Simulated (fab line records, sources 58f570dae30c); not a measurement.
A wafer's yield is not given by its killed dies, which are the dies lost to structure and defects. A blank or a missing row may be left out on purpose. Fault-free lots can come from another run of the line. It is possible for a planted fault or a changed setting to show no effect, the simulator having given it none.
Lot-split experiment	flow berkeley cmos170	5 lots, 23 wafers read, on a route of 331 steps

== ABOUT THE SPLIT ==
At UCB170_PLDD_EXPOSE_03 (exposes mask PSELECT, target cd 1200 nm), the setting dose mj was moved away from the recipe's 30 on 6 of the 23 wafers read, by -5.3% to +5.2%. This setting was run at the recipe's value on the other wafers.

== FROM THE SPLIT TO THE READING: what the file shows between them, 2 steps ==
- UCB170_PLDD_PEB_04
- UCB170_PLDD_DEVELOP_05: develop time 45 s

== THE READING ==
Shown in nm: cd nm at UCB170_PLDD_CD_MEAS_06, with target cd 1200 nm. Typical for fault-free wafers on this fab line: 1200.2 nm, with standard deviation 1.4 nm.

wafer	tool, chamber at the split	dose mj as run	against the recipe	cd nm, nm	against lot-mates on the recipe
L075.1	krf scanner-01, 0	30	recipe	1198.0	-
L075.2	krf scanner-01, 0	30	recipe	1199.2	-
L075.3	krf scanner-01, 0	28.4	-5.3%	1190.1	-8.9
L075.5	krf scanner-01, 0	28.4	-5.3%	1190.6	-8.4
L075.6	krf scanner-01, 0	30	recipe	1199.9	-
L076.1	krf scanner-02, 0	30	recipe	1200.6	-
L076.2	krf scanner-02, 0	31.06	+3.5%	1207.5	+6.8
L076.3	krf scanner-02, 0	31.06	+3.5%	1206.7	+6.0
L076.4	krf scanner-02, 0	30	recipe	1199.7	-
L076.5	krf scanner-02, 0	30	recipe	1201.8	-
L081.2	krf scanner-01, 0	30	recipe	1200.3	-
L081.3	krf scanner-01, 0	30	recipe	1199.0	-
L081.4	krf scanner-01, 0	31.56	+5.2%	1210.3	+10.7
L081.5	krf scanner-01, 0	30	recipe	1199.5	-
L081.6	krf scanner-01, 0	31.56	+5.2%	1208.6	+9.0
L082.1	krf scanner-02, 0	30	recipe	1198.3	-
L082.2	krf scanner-02, 0	30	recipe	1198.2	-
L082.3	krf scanner-02, 0	30	recipe	1200.2	-
L082.4	krf scanner-02, 0	30	recipe	1198.7	-
L082.5	krf scanner-02, 0	30	recipe	1198.0	-
L080.1	krf scanner-02, 0	30	recipe	1198.5	-
L080.3	krf scanner-02, 0	30	recipe	1199.0	-
L080.5	krf scanner-02, 0	30	recipe	1200.0	-

FIT RESULTS
A straight line over all 23 wafers: cd nm changes by +1.87 nm for each +1% of dose mj; r = +0.98; the points scatter about the line by 1.1 nm.
The same after taking each lot's own level away (the mean of its wafers on the recipe; 23 wafers): +1.76 nm for each +1%; r = +0.99; scatter 0.78 nm.
The reading moves by 9.4 nm for the largest change in dose mj, on that fit.
The span of the lots' own levels, 1198.68 to 1200.70 nm, comes to 1.4 times the standard deviation stated above.
The two slopes are in agreement: the lot-to-lot level therefore moves the slope only a little.
Check: for one of the wafers moved furthest among these (-5.3%), held out of the fit, the line's prediction against its lot-mates is -9.38 nm. It came out at -8.93 nm against them.

== ADDITIONAL SPLITS CARRIED BY THESE WAFERS ==
These wafers also went through other splits before the reading. Each is held against what the fit with the lots' levels taken away leaves over:
other split on the same wafers	wafers away from the commonest value	r with cd nm (lot level and that fit taken away)
UCB170_PVT_IMPLANT_07 energy kev	9	-0.22
UCB170_PVT_STRIP_08 overash fraction	6	-0.09

== THE FILE'S OWN FIT ==
cd nm changes by +1.77 nm for each +1% of dose mj, r = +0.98.
